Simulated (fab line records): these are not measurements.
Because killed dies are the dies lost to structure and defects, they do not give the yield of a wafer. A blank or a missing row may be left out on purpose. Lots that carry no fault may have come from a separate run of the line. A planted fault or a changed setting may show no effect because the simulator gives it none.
fab line records	flow ritCmos	part 1 of 2: steps 1 to 35 of 47
record lots=5	wafers=15	lastDay=7
route steps=202 shown NLDD@113 PLDD@114 SPACER@125 NSD@131 PSD@142 SDANNEAL@153
lots that met no fault: from a run of the same line without faults
startH: start of the lot's first displayed wafer, in hours after the record's first day	waitH: time in hours since the lot's previous step	" the same as in the row above	L1.1+2: a single row standing in for several wafers	- no value, or no start given	* or withheld: withheld	< > ~ a bound
route shown NAME@n: NAME is a module with steps in the file, n the number in the route of the first one	usual: mean/standard deviation of fault-free wafers	same: alike in all rows	chamber/n: place in a boat	sites: readings site by site	_std_site: their standard deviation	_edge_site: outer sites' mean less inner sites'	radiusMm: how far each site lies from the wafer's centre	mask NAME#n: copy n	behind: the most recent tool/chamber to have shaped the wafer	hold: why the lot was held/for how many hours/how that ended	device: the transistor (n, p or np) that didn't switch	end of line: the route-end tests of the same wafers	where a step has no rows: the recipe by itself	killed: not the wafer's yield, but the dies lost to structure and defects at the first sort	map: a wafer's dies, marking killed ones x, the rest . and places with no die _
set.NAME: the setting as run; set.NAME@STEP: as run at that earlier step	model.NAME: the simulator's own value behind a step, which no gauge read
lots at selected steps of the route; one table per step, one row per wafer
services: when a tool's chamber went out of use (startH, in hours from the record's first day, below 0 if earlier), for how many hours, and the reason
## steps
# step RIT_NLDD_TW_MEAS_10
# usual NLDD_TW=2525/17
lot.wafer	tool	chamber	startH	waitH	NLDD_TW
L077.2	filmMetro-02	-	58.39	0.1	2527
L077.3	"	-	"	"	2520
L077.4	"	-	"	"	2509
L081.3	filmMetro-04	-	81.95	0.1	2538
L081.4	"	-	"	"	2542
L081.6	"	-	"	"	2547
L084.2	filmMetro-03	-	92.60	0.1	2505
L084.3	"	-	"	"	2494
L084.5	"	-	"	"	2502
L092.3	filmMetro-04	-	137.11	0.1	2529
L092.4	"	-	"	"	2525
L092.5	"	-	"	"	2529
L095.1	filmMetro-02	-	147.81	0.1	2523
L095.2	"	-	"	"	2543
L095.3	"	-	"	"	2519
# step RIT_PLDD_HMDS_00
# recipe primeTimeS=60	primeTempC=140
# usual primeTempC=139.97/0.14
lot.wafer	tool	chamber	startH	waitH	primeTempC
L077.2	lithoTrack-04	0	58.46	0.1	140.05
L077.3	"	0	"	"	140.05
L077.4	"	0	"	"	139.85
L081.3	lithoTrack-03	0	82.04	0.1	139.74
L081.4	"	0	"	"	139.84
L081.6	"	0	"	"	140.20
L084.2	lithoTrack-02	0	92.67	0.1	140.01
L084.3	"	0	"	"	139.80
L084.5	"	0	"	"	139.88
L092.3	lithoTrack-04	0	137.20	0.1	140.14
L092.4	"	0	"	"	140.18
L092.5	"	0	"	"	140.30
L095.1	lithoTrack-04	0	147.87	0.1	140.09
L095.2	"	0	"	"	140.13
L095.3	"	0	"	"	140.10
# step RIT_PLDD_COAT_01
# recipe resist=NOVOLAK	spinRpm=3250	resistThkNm=1000
lot.wafer	tool	chamber	startH	waitH
L077.2+3+4	lithoTrack-04	0	58.61	0.1
L081.3+4+6	lithoTrack-03	0	82.19	0.1
L084.2+3+5	lithoTrack-02	0	92.82	0.1
L092.3+4+5	lithoTrack-04	0	137.35	0.1
L095.1+2+3	lithoTrack-04	0	148.02	0.1
# step RIT_PLDD_SOFTBAKE_02
# recipe resist=NOVOLAK	tempC=90	timeS=60
lot.wafer	tool	chamber	startH	waitH
L077.2+3+4	lithoTrack-04	0	58.76	0.1
L081.3+4+6	lithoTrack-03	0	82.34	0.1
L084.2+3+5	lithoTrack-02	0	92.97	0.1
L092.3+4+5	lithoTrack-04	0	137.50	0.1
L095.1+2+3	lithoTrack-04	0	148.17	0.1
# step RIT_PLDD_EXPOSE_03
# recipe maskId=M8	na=0.57	targetCdNm=40900	doseMj=250
lot.wafer	tool	chamber	startH	waitH	mask
L077.2+3+4	ilineStepper-01	0	59.03	0.2	M8#0
L081.3+4+6	ilineStepper-01	0	82.61	0.2	M8#0
L084.2+3+5	ilineStepper-02	0	93.12	0.1	M8#0
L092.3+4+5	ilineStepper-01	0	137.64	0.1	M8#0
L095.1+2+3	ilineStepper-01	0	148.45	0.2	M8#0
# step RIT_PLDD_PEB_04
# recipe resist=NOVOLAK	tempC=withheld	timeS=withheld
lot.wafer	tool	chamber	startH	waitH
L077.2+3+4	lithoTrack-04	0	59.15	0.1
L081.3+4+6	lithoTrack-04	0	82.73	0.1
L084.2+3+5	lithoTrack-02	0	93.24	0.1
L092.3+4+5	lithoTrack-02	0	137.90	0.2
L095.1+2+3	lithoTrack-02	0	148.57	0.1
# step RIT_PLDD_DEVELOP_05
# recipe resist=NOVOLAK	developTimeS=50	devTempC=23
lot.wafer	tool	chamber	startH	waitH
L077.2+3+4	lithoTrack-04	0	-	-
L081.3+4+6	lithoTrack-04	0	-	-
L084.2+3+5	lithoTrack-02	0	-	-
L092.3+4+5	lithoTrack-02	0	-	-
L095.1+2+3	lithoTrack-02	0	-	-
# step RIT_PLDD_OVL_MEAS_06
# usual PLDD_OVL=0.6/1.3
lot.wafer	tool	chamber	startH	waitH	PLDD_OVL[nm]
L077.2	overlay-02	-	59.42	-	-0.1
L077.3	"	-	"	"	0.2
L077.4	"	-	"	"	-1.1
L081.3	overlay-01	-	82.98	-	2.7
L081.4	"	-	"	"	1.0
L081.6	"	-	"	"	1.3
L084.2	overlay-02	-	93.50	-	-0.3
L084.3	"	-	"	"	0.0
L084.5	"	-	"	"	-1.9
L092.3	overlay-01	-	138.14	-	0.2
L092.4	"	-	"	"	0.5
L092.5	"	-	"	"	-0.7
L095.1	overlay-02	-	148.85	-	1.4
L095.2	"	-	"	"	1.1
L095.3	"	-	"	"	1.3
# step RIT_PLDD_HARDBAKE_07
# recipe resist=NOVOLAK	tempC=140	timeS=60
lot.wafer	tool	chamber	startH	waitH
L077.2+3+4	lithoTrack-04	0	59.47	0.0
L081.3+4+6	lithoTrack-04	0	83.05	0.1
L084.2+3+5	lithoTrack-04	0	93.56	0.0
L092.3+4+5	lithoTrack-04	0	138.22	0.1
L095.1+2+3	lithoTrack-02	0	148.88	0.0
# step RIT_PLDD_IMPLANT_08
# recipe species=BF2	energyKev=20.28	doseCm2=9e+14	tiltDeg=7
lot.wafer	tool	chamber	startH	waitH
L077.2+3+4	implanter-03	0	59.62	0.1
L081.3+4+6	implanter-02	0	83.20	0.1
L084.2+3+5	implanter-03	0	93.71	0.1
L092.3+4+5	implanter-01	0	138.37	0.1
L095.1+2+3	implanter-03	0	149.03	0.1
# step RIT_PLDD_STRIP_09
# recipe chemistry=O2	timeS=180	resist=NOVOLAK	platenTempC=withheld	powerW=500	pressureMtorr=4000	o2FlowSccm=4000
# usual drypumpMotorCurrentA=5.8/0.67
lot.wafer	tool	chamber	startH	waitH	drypumpMotorCurrentA	rfHoursCounterH
L077.2	plasmaAsher-02	1	59.75	0.1	6.5	25
L077.3	"	1	"	"	6.6	-
L077.4	"	0	"	"	6.2	-
L081.3	plasmaAsher-02	0	83.36	0.1	6.2	-
L081.4	"	1	"	"	6.6	-
L081.6	"	1	"	"	6.6	-
L084.2	plasmaAsher-03	1	93.83	0.1	4.9	44
L084.3	"	1	"	"	4.9	-
L084.5	"	0	"	"	6.2	-
L092.3	plasmaAsher-03	0	138.53	0.1	6.2	-
L092.4	"	1	"	"	4.9	-
L092.5	"	0	"	"	6.2	-
L095.1	plasmaAsher-01	1	149.18	0.1	5.6	51
L095.2	"	0	"	"	6.7	51
L095.3	"	0	"	"	6.7	-
# step RIT_PLDD_TW_MEAS_10
# usual PLDD_TW=2393/16
lot.wafer	tool	chamber	startH	waitH	PLDD_TW
L077.2	filmMetro-02	-	59.93	0.1	2387
L077.3	"	-	"	"	2399
L077.4	"	-	"	"	2378
L081.3	filmMetro-04	-	83.50	0.1	2404
L081.4	"	-	"	"	2404
L081.6	"	-	"	"	2417
L084.2	filmMetro-03	-	94.02	0.1	2366
L084.3	"	-	"	"	2358
L084.5	"	-	"	"	2359
L092.3	filmMetro-03	-	138.66	0.1	2376
L092.4	"	-	"	"	2371
L092.5	"	-	"	"	2385
L095.1	filmMetro-03	-	149.36	0.1	2400
L095.2	"	-	"	"	2384
L095.3	"	-	"	"	2391
# step RIT_SPACER_CLEAN_00
# recipe chemistry=SC1	mix=3:3:50	timeS=600	tempC=75
# usual bathGuardTempC=74.9/0.52
lot.wafer	tool	chamber	startH	waitH	bathGuardTempC
L077.2	wetBench-03	2	59.98	0.0	75.1
L077.3	"	2	"	"	75.2
L077.4	"	2	"	"	75.4
L081.3	wetBench-03	1	83.54	0.0	73.9
L081.4	"	1	"	"	73.9
L081.6	"	1	"	"	74.1
L084.2	wetBench-04	1	94.07	0.0	75.5
L084.3	"	1	"	"	76.0
L084.5	"	1	"	"	75.4
L092.3	wetBench-01	2	138.70	0.0	74.2
L092.4	"	2	"	"	75.2
L092.5	"	2	"	"	74.3
L095.1	wetBench-03	3	149.42	0.1	75.1
L095.2	"	3	"	"	75.3
L095.3	"	3	"	"	74.9
# step RIT_SPACER_CLEAN_01
# recipe chemistry=dHF	dilution=50:1	timeS=30
lot.wafer	tool	chamber	startH	waitH
L077.2+3+4	wetBench-01	3	60.16	0.0
L081.3+4+6	wetBench-04	0	83.89	0.0
L084.2+3+5	wetBench-01	3	94.42	0.0
L092.3+4+5	wetBench-03	0	138.88	0.0
L095.1+2+3	wetBench-04	3	149.59	0.0
# step RIT_SPACER_CLEAN_02
# recipe chemistry=SC2	mix=3:3:50	timeS=600	tempC=75	dry=n2Spin
# usual bathGuardTempC=74.9/0.52
lot.wafer	tool	chamber	startH	waitH	bathGuardTempC
L077.2	wetBench-04	1	60.17	0.0	75.9
L077.3	"	1	"	"	75.7
L077.4	"	1	"	"	75.6
L081.3	wetBench-01	0	83.93	0.0	74.3
L081.4	"	0	"	"	74.2
L081.6	"	0	"	"	74.5
L084.2	wetBench-03	3	94.43	0.0	75.3
L084.3	"	3	"	"	75.2
L084.5	"	3	"	"	75.0
L092.3	wetBench-01	0	138.89	0.0	74.3
L092.4	"	0	"	"	74.6
L092.5	"	0	"	"	74.2
L095.1	wetBench-03	3	149.63	0.0	75.1
L095.2	"	3	"	"	75.0
L095.3	"	3	"	"	75.0
# step RIT_SPACER_CVD_03
# recipe material=Si3N4	targetThkNm=250	tempC=810	precursor=SiH2Cl2/NH3	timeS=3300	pressureMtorr=300	sih2cl2FlowSccm=60	nh3FlowSccm=150
lot.wafer	tool	chamber	startH	waitH
L077.2+3+4	lpcvd-01	0	60.56	0.0
L081.3+4+6	lpcvd-01	0	84.12	0.0
L084.2+3+5	lpcvd-02	1	94.62	0.0
L092.3+4+5	lpcvd-02	1	139.21	0.1
L095.1+2+3	lpcvd-02	0	150.52	0.7
# step RIT_SPACER_THK_MEAS_04
# recipe reads=Si3N4_of_SPACER_CVD_03
# usual SPACER_NITRIDE_THK=250.3/2.4
lot.wafer	tool	chamber	startH	waitH	SPACER_NITRIDE_THK[nm]
L077.2	filmMetro-01	-	62.48	0.0	254.1
L077.3	"	-	"	"	255.2
L077.4	"	-	"	"	254.3
L081.3	filmMetro-03	-	86.05	0.0	245.7
L081.4	"	-	"	"	248.4
L081.6	"	-	"	"	247.4
L084.2	filmMetro-04	-	96.55	0.0	249.3
L084.3	"	-	"	"	248.0
L084.5	"	-	"	"	249.7
L092.3	filmMetro-04	-	141.15	0.0	252.1
L092.4	"	-	"	"	250.0
L092.5	"	-	"	"	251.0
L095.1	filmMetro-04	-	153.39	0.0	249.9
L095.2	"	-	"	"	253.0
L095.3	"	-	"	"	251.7
# step RIT_SPACER_ETCHBACK_05
# recipe targetDepthA=2500	SF6_flow_sccm=30	CHF3_flow_sccm=30	target=Si3N4	chemistry=SF6/CHF3	pressureMtorr=40	rfW=250	timeS=240	stopOn=SiO2
# usual drypumpMotorCurrentA=5.8/0.68	oesProductAu=0.840/0.015	throttleValvePct=10.23/0.13
lot.wafer	tool	chamber	startH	waitH	drypumpMotorCurrentA	oesProductAu	rfHoursCounterH	throttleValvePct
L077.2	rieDiel-01	3	62.53	0.0	6.4	0.880	23	10.16
L077.3	"	0	"	"	5.2	0.872	158	10.09
L077.4	"	2	"	"	5.2	0.830	18	10.32
L081.3	rieDiel-04	2	86.09	0.0	5.3	0.834	105	10.47
L081.4	"	1	"	"	4.7	0.834	72	10.30
L081.6	"	1	"	"	4.7	0.839	-	10.30
L084.2	rieDiel-01	2	96.60	0.0	5.2	0.815	19	10.33
L084.3	"	0	"	"	5.2	0.845	158	10.08
L084.5	"	1	"	"	6.6	0.829	-	10.26
L092.3	rieDiel-02	3	141.19	0.0	6.2	0.838	23	10.26
L092.4	"	0	"	"	6.5	0.841	36	10.10
L092.5	"	1	"	"	4.9	0.855	-	10.32
L095.1	rieDiel-04	2	153.45	0.1	5.3	0.840	107	10.45
L095.2	"	1	"	"	4.7	0.847	74	10.30
L095.3	"	3	"	"	6.4	0.836	4	9.94
# step RIT_NSD_HMDS_00
# recipe primeTimeS=60	primeTempC=140
# usual primeTempC=140.00/0.15
lot.wafer	tool	chamber	startH	waitH	primeTempC
L077.2	lithoTrack-01	0	62.71	0.1	140.21
L077.3	"	0	"	"	140.02
L077.4	"	0	"	"	140.15
L081.3	lithoTrack-01	0	86.29	0.1	139.91
L081.4	"	0	"	"	140.06
L081.6	"	0	"	"	140.06
L084.2	lithoTrack-01	0	96.93	0.3	140.26
L084.3	"	0	"	"	140.26
L084.5	"	0	"	"	140.26
L092.3	lithoTrack-03	0	141.39	0.1	140.00
L092.4	"	0	"	"	140.02
L092.5	"	0	"	"	139.84
L095.1	lithoTrack-04	0	153.60	0.1	139.83
L095.2	"	0	"	"	140.03
L095.3	"	0	"	"	139.95
# step RIT_NSD_COAT_01
# recipe resist=NOVOLAK	spinRpm=3250	resistThkNm=1000
lot.wafer	tool	chamber	startH	waitH
L077.2+3+4	lithoTrack-01	0	62.86	0.1
L081.3+4+6	lithoTrack-01	0	86.44	0.1
L084.2+3+5	lithoTrack-01	0	97.08	0.1
L092.3+4+5	lithoTrack-03	0	141.54	0.1
L095.1+2+3	lithoTrack-04	0	153.75	0.1
# step RIT_NSD_SOFTBAKE_02
# recipe resist=NOVOLAK	tempC=90	timeS=61.69
# usual plateSensorTCentreC=90.969/0.011	plateSensorTEdgeC=91.022/0.01
lot.wafer	tool	chamber	startH	waitH	plateSensorTCentreC	plateSensorTEdgeC
L077.2	lithoTrack-01	0	63.01	0.1	90.952	91.025
L077.3	"	0	"	"	90.972	91.022
L077.4	"	0	"	"	90.950	91.017
L081.3	lithoTrack-01	0	86.59	0.1	90.972	91.030
L081.4	"	0	"	"	90.965	91.019
L081.6	"	0	"	"	90.962	91.026
L084.2	lithoTrack-01	0	97.23	0.1	90.972	91.008
L084.3	"	0	"	"	90.968	91.024
L084.5	"	0	"	"	90.968	91.017
L092.3	lithoTrack-03	0	141.69	0.1	90.960	91.028
L092.4	"	0	"	"	90.944	91.020
L092.5	"	0	"	"	90.971	91.024
L095.1	lithoTrack-04	0	153.90	0.1	90.979	91.033
L095.2	"	0	"	"	90.953	91.028
L095.3	"	0	"	"	90.968	91.013
# step RIT_NSD_EXPOSE_03
# recipe maskId=M9	na=0.57	targetCdNm=40700	doseMj=250
lot.wafer	tool	chamber	startH	waitH	mask
L077.2+3+4	ilineStepper-01	0	63.15	0.1	M9#0
L081.3+4+6	ilineStepper-01	0	86.86	0.2	M9#0
L084.2+3+5	ilineStepper-01	0	97.38	0.1	M9#0
L092.3+4+5	ilineStepper-01	0	141.83	0.1	M9#0
L095.1+2+3	ilineStepper-01	0	154.18	0.2	M9#0
# step RIT_NSD_PEB_04
# recipe resist=NOVOLAK	tempC=withheld	timeS=withheld
lot.wafer	tool	chamber	startH	waitH
L077.2+3+4	lithoTrack-03	0	63.27	0.1
L081.3+4+6	lithoTrack-03	0	87.03	0.2
L084.2+3+5	lithoTrack-04	0	97.53	0.1
L092.3+4+5	lithoTrack-04	0	141.95	0.1
L095.1+2+3	lithoTrack-04	0	154.29	0.1
# step RIT_NSD_DEVELOP_05
# recipe resist=NOVOLAK	developTimeS=50	devTempC=23
lot.wafer	tool	chamber	startH	waitH
L077.2+3+4	lithoTrack-03	0	-	-
L081.3+4+6	lithoTrack-03	0	-	-
L084.2+3+5	lithoTrack-04	0	-	-
L092.3+4+5	lithoTrack-04	0	-	-
L095.1+2+3	lithoTrack-04	0	-	-
# step RIT_NSD_OVL_MEAS_06
# usual NSD_OVL=1.4/1.3
lot.wafer	tool	chamber	startH	waitH	NSD_OVL[nm]
L077.2	overlay-02	-	63.54	-	2.3
L077.3	"	-	"	"	0.7
L077.4	"	-	"	"	1.7
L081.3	overlay-02	-	87.27	-	2.1
L081.4	"	-	"	"	2.0
L081.6	"	-	"	"	2.4
L084.2	overlay-01	-	97.80	-	1.6
L084.3	"	-	"	"	2.8
L084.5	"	-	"	"	1.6
L092.3	overlay-02	-	142.20	-	2.0
L092.4	"	-	"	"	2.2
L092.5	"	-	"	"	3.0
L095.1	overlay-01	-	154.58	-	0.7
L095.2	"	-	"	"	1.3
L095.3	"	-	"	"	-1.1
# step RIT_NSD_HARDBAKE_07
# recipe resist=NOVOLAK	tempC=140	timeS=60
lot.wafer	tool	chamber	startH	waitH
L077.2+3+4	lithoTrack-01	0	63.59	0.0
L081.3+4+6	lithoTrack-03	0	87.35	0.1
L084.2+3+5	lithoTrack-04	0	97.85	0.0
L092.3+4+5	lithoTrack-01	0	142.27	0.1
L095.1+2+3	lithoTrack-01	0	154.61	0.0
# step RIT_NSD_IMPLANT_08
# recipe species=P	energyKev=25	doseCm2=1e+15	tiltDeg=7
lot.wafer	tool	chamber	startH	waitH
L077.2+3+4	implanter-01	0	63.74	0.1
L081.3+4+6	implanter-02	0	87.50	0.1
L084.2+3+5	implanter-01	0	98.00	0.1
L092.3+4+5	implanter-04	0	142.42	0.1
L095.1+2+3	implanter-02	0	154.76	0.1
# step RIT_NSD_STRIP_09
# recipe chemistry=O2	timeS=180	resist=NOVOLAK	platenTempC=withheld	powerW=500	pressureMtorr=4000	o2FlowSccm=4000
# usual drypumpMotorCurrentA=6.2/0.53
lot.wafer	tool	chamber	startH	waitH	drypumpMotorCurrentA	rfHoursCounterH
L077.2	plasmaAsher-02	0	63.87	0.1	6.1	26
L077.3	"	1	"	"	6.6	-
L077.4	"	0	"	"	6.1	-
L081.3	plasmaAsher-02	0	87.65	0.1	6.2	-
L081.4	"	1	"	"	6.6	-
L081.6	"	0	"	"	6.1	-
L084.2	plasmaAsher-01	0	98.13	0.1	6.7	46
L084.3	"	1	"	"	5.6	-
L084.5	"	0	"	"	6.7	-
L092.3	plasmaAsher-01	1	142.58	0.1	5.6	-
L092.4	"	0	"	"	6.8	-
L092.5	"	1	"	"	5.6	-
L095.1	plasmaAsher-02	0	154.91	0.1	6.1	36
L095.2	"	1	"	"	6.6	36
L095.3	"	1	"	"	6.6	-
# step RIT_NSD_TW_MEAS_10
# usual NSD_TW=3166/20
lot.wafer	tool	chamber	startH	waitH	NSD_TW
L077.2	filmMetro-04	-	64.05	0.1	3192
L077.3	"	-	"	"	3215
L077.4	"	-	"	"	3177
L081.3	filmMetro-04	-	87.79	0.1	3200
L081.4	"	-	"	"	3184
L081.6	"	-	"	"	3167
L084.2	filmMetro-03	-	98.31	0.1	3175
L084.3	"	-	"	"	3170
L084.5	"	-	"	"	3166
L092.3	filmMetro-02	-	142.72	0.1	3170
L092.4	"	-	"	"	3178
L092.5	"	-	"	"	3173
L095.1	filmMetro-02	-	155.09	0.1	3165
L095.2	"	-	"	"	3162
L095.3	"	-	"	"	3155
# step RIT_PSD_HMDS_00
# recipe primeTimeS=60	primeTempC=140
# usual primeTempC=140.00/0.14
lot.wafer	tool	chamber	startH	waitH	primeTempC
L077.2	lithoTrack-04	0	64.13	0.1	139.95
L077.3	"	0	"	"	139.74
L077.4	"	0	"	"	140.04
L081.3	lithoTrack-02	0	87.88	0.1	139.85
L081.4	"	0	"	"	139.87
L081.6	"	0	"	"	139.85
L084.2	lithoTrack-01	0	98.39	0.1	140.01
L084.3	"	0	"	"	140.15
L084.5	"	0	"	"	140.06
L092.3	lithoTrack-01	0	142.81	0.1	139.90
L092.4	"	0	"	"	139.85
L092.5	"	0	"	"	139.82
L095.1	lithoTrack-01	0	155.15	0.1	140.06
L095.2	"	0	"	"	140.02
L095.3	"	0	"	"	140.27
# step RIT_PSD_COAT_01
# recipe resist=NOVOLAK	spinRpm=3250	resistThkNm=1000
lot.wafer	tool	chamber	startH	waitH
L077.2+3+4	lithoTrack-04	0	64.28	0.1
L081.3+4+6	lithoTrack-02	0	88.03	0.1
L084.2+3+5	lithoTrack-01	0	98.54	0.1
L092.3+4+5	lithoTrack-01	0	142.96	0.1
L095.1+2+3	lithoTrack-01	0	155.30	0.1
# step RIT_PSD_SOFTBAKE_02
# recipe resist=NOVOLAK	tempC=90	timeS=60
lot.wafer	tool	chamber	startH	waitH
L077.2+3+4	lithoTrack-04	0	64.43	0.1
L081.3+4+6	lithoTrack-02	0	88.18	0.1
L084.2+3+5	lithoTrack-01	0	98.69	0.1
L092.3+4+5	lithoTrack-01	0	143.11	0.1
L095.1+2+3	lithoTrack-01	0	155.45	0.1
# step RIT_PSD_EXPOSE_03
# recipe maskId=M10	na=0.57	targetCdNm=40900	doseMj=250
lot.wafer	tool	chamber	startH	waitH	mask
L077.2+3+4	ilineStepper-02	0	64.70	0.2	M10#0
L081.3+4+6	ilineStepper-01	0	88.44	0.2	M10#0
L084.2+3+5	ilineStepper-02	0	98.83	0.1	M10#0
L092.3+4+5	ilineStepper-02	0	143.37	0.2	M10#0
L095.1+2+3	ilineStepper-02	0	155.72	0.2	M10#0
# step RIT_PSD_PEB_04
# recipe resist=NOVOLAK	tempC=withheld	timeS=withheld
lot.wafer	tool	chamber	startH	waitH
L077.2+3+4	lithoTrack-02	0	64.82	0.1
L081.3+4+6	lithoTrack-04	0	88.57	0.1
L084.2+3+5	lithoTrack-02	0	98.95	0.1
L092.3+4+5	lithoTrack-01	0	143.50	0.1
L095.1+2+3	lithoTrack-01	0	155.84	0.1
# step RIT_PSD_DEVELOP_05
# recipe resist=NOVOLAK	developTimeS=50	devTempC=23
lot.wafer	tool	chamber	startH	waitH
L077.2+3+4	lithoTrack-02	0	-	-
L081.3+4+6	lithoTrack-04	0	-	-
L084.2+3+5	lithoTrack-02	0	-	-
L092.3+4+5	lithoTrack-01	0	-	-
L095.1+2+3	lithoTrack-01	0	-	-
